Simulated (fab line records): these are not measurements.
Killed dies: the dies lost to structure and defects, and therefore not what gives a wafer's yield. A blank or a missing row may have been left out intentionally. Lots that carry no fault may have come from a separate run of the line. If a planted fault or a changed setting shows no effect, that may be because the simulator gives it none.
Shared-tool check / flow rit_cmos / 14 lots and 42 wafers in the sample

== REASON FOR OPENING ==
2 of 14 lots carry a flag on the reading PWELL_TW at RIT_PWELL_TW_MEAS_10. Fault-free wafers read 952, with a standard deviation of 4.9.
Rule: flag the lot when none of its wafers has a number, or when each of its wafers that has one lies beyond 4 standard deviations from that mean. All remaining lots are regarded as sound.

lot=L352; measured=day 2 06:29; on=film_metro-01; PWELL_TW, wafer by wafer=956 959 958; flag=
lot=L353; measured=day 2 10:36; on=film_metro-04; PWELL_TW, wafer by wafer=955 954 955; flag=
lot=L355; measured=day 2 18:32; on=film_metro-02; PWELL_TW, wafer by wafer=947 955 949; flag=
lot=L356; measured=day 2 23:29; on=film_metro-01; PWELL_TW, wafer by wafer=955 960 953; flag=
lot=L357; measured=day 3 08:05; on=film_metro-01; PWELL_TW, wafer by wafer=956 958 954; flag=
lot=L358; measured=day 3 11:02; on=film_metro-01; PWELL_TW, wafer by wafer=952 949 952; flag=
lot=L359; measured=day 3 19:00; on=film_metro-04; PWELL_TW, wafer by wafer=944 948 944; flag=
lot=L360; measured=day 3 20:45; on=film_metro-02; PWELL_TW, wafer by wafer=960 953 948; flag=
lot=L363; measured=day 4 15:36; on=film_metro-04; PWELL_TW, wafer by wafer=954 950 951; flag=
lot=L364; measured=day 4 15:44; on=film_metro-01; PWELL_TW, wafer by wafer=1035 1037 1037; flag=FLAGGED
lot=L366; measured=day 5 04:49; on=film_metro-01; PWELL_TW, wafer by wafer=1036 1037 1038; flag=FLAGGED
lot=L368; measured=day 5 17:16; on=film_metro-02; PWELL_TW, wafer by wafer=949 950 947; flag=
lot=L372; measured=day 6 08:03; on=film_metro-02; PWELL_TW, wafer by wafer=945 942 947; flag=
lot=L373; measured=day 6 12:31; on=film_metro-02; PWELL_TW, wafer by wafer=946 946 948; flag=
The mean of the flagged lots' numbers is 1037, +85 from the usual (+17 standard deviations).

== WHICH TOOL EACH LOT WENT THROUGH ==
The record holds 1 process step before the reading, out of a route of 202 steps. Read each cell as the tool, then ch plus the chambers that the sampled wafers visited, then the start.
lot=L352; flag=; RIT_PWELL_IMPLANT_08=implanter-04 ch 0, day 2 06:10
lot=L353; flag=; RIT_PWELL_IMPLANT_08=implanter-03 ch 0, day 2 10:17
lot=L355; flag=; RIT_PWELL_IMPLANT_08=implanter-04 ch 0, day 2 18:13
lot=L356; flag=; RIT_PWELL_IMPLANT_08=implanter-01 ch 0, day 2 23:11
lot=L357; flag=; RIT_PWELL_IMPLANT_08=implanter-01 ch 0, day 3 07:46
lot=L358; flag=; RIT_PWELL_IMPLANT_08=implanter-01 ch 0, day 3 10:43
lot=L359; flag=; RIT_PWELL_IMPLANT_08=implanter-03 ch 0, day 3 18:40
lot=L360; flag=; RIT_PWELL_IMPLANT_08=implanter-04 ch 0, day 3 20:25
lot=L363; flag=; RIT_PWELL_IMPLANT_08=implanter-03 ch 0, day 4 15:17
lot=L364; flag=FLAGGED; RIT_PWELL_IMPLANT_08=implanter-04 ch 0, day 4 15:25
lot=L366; flag=FLAGGED; RIT_PWELL_IMPLANT_08=implanter-04 ch 0, day 5 04:29
lot=L368; flag=; RIT_PWELL_IMPLANT_08=implanter-01 ch 0, day 5 16:58
lot=L372; flag=; RIT_PWELL_IMPLANT_08=implanter-01 ch 0, day 6 07:43
lot=L373; flag=; RIT_PWELL_IMPLANT_08=implanter-01 ch 0, day 6 12:11
These steps, and what they do:
- RIT_PWELL_IMPLANT_08
- RIT_PWELL_TW_MEAS_10

== FLAGGED AGAINST TOTAL, ONE TOOL AT A TIME (gauges that did the reading follow at the end) ==
step=RIT_PWELL_IMPLANT_08; tool=implanter-01; lots run=6; flagged=0; share of the flagged lots=none; sound lots run after its first flagged lot=-
step=RIT_PWELL_IMPLANT_08; tool=implanter-03; lots run=3; flagged=0; share of the flagged lots=none; sound lots run after its first flagged lot=-
step=RIT_PWELL_IMPLANT_08; tool=implanter-04; lots run=5; flagged=2; share of the flagged lots=all; sound lots run after its first flagged lot=0
step=RIT_PWELL_TW_MEAS_10; tool=film_metro-01; lots run=6; flagged=2; share of the flagged lots=all; sound lots run after its first flagged lot=0
step=RIT_PWELL_TW_MEAS_10; tool=film_metro-02; lots run=5; flagged=0; share of the flagged lots=none; sound lots run after its first flagged lot=-
step=RIT_PWELL_TW_MEAS_10; tool=film_metro-04; lots run=3; flagged=0; share of the flagged lots=none; sound lots run after its first flagged lot=-

== THE TABLE: WHAT IT ALLOWS ==
2 rows of the table ran every flagged lot: implanter-04 at RIT_PWELL_IMPLANT_08, film_metro-01 at RIT_PWELL_TW_MEAS_10.
- implanter-04 at RIT_PWELL_IMPLANT_08 ran 5 lots, 2 of them flagged. It ran its last sound lot, L360, at day 3 20:25 and its first flagged lot, L364, at day 4 15:25: a fault with its onset between the two fits. Its own readings lie more than 4 standard deviations out on every wafer of the flagged lots: dose_ions_cm2, faraday_current_uA.
- film_metro-01 at RIT_PWELL_TW_MEAS_10 ran 6 lots, 2 of them flagged. It ran its last sound lot, L358, at day 3 11:02 and its first flagged lot, L364, at day 4 15:44: a fault with its onset between the two fits.
Because each of these 2 tools fits a fault that began at some hour, counting lots does not separate them. More lots, or a look at what each step does to the wafer, might.

== WHAT THE SIMULATOR HAD INSERTED ==
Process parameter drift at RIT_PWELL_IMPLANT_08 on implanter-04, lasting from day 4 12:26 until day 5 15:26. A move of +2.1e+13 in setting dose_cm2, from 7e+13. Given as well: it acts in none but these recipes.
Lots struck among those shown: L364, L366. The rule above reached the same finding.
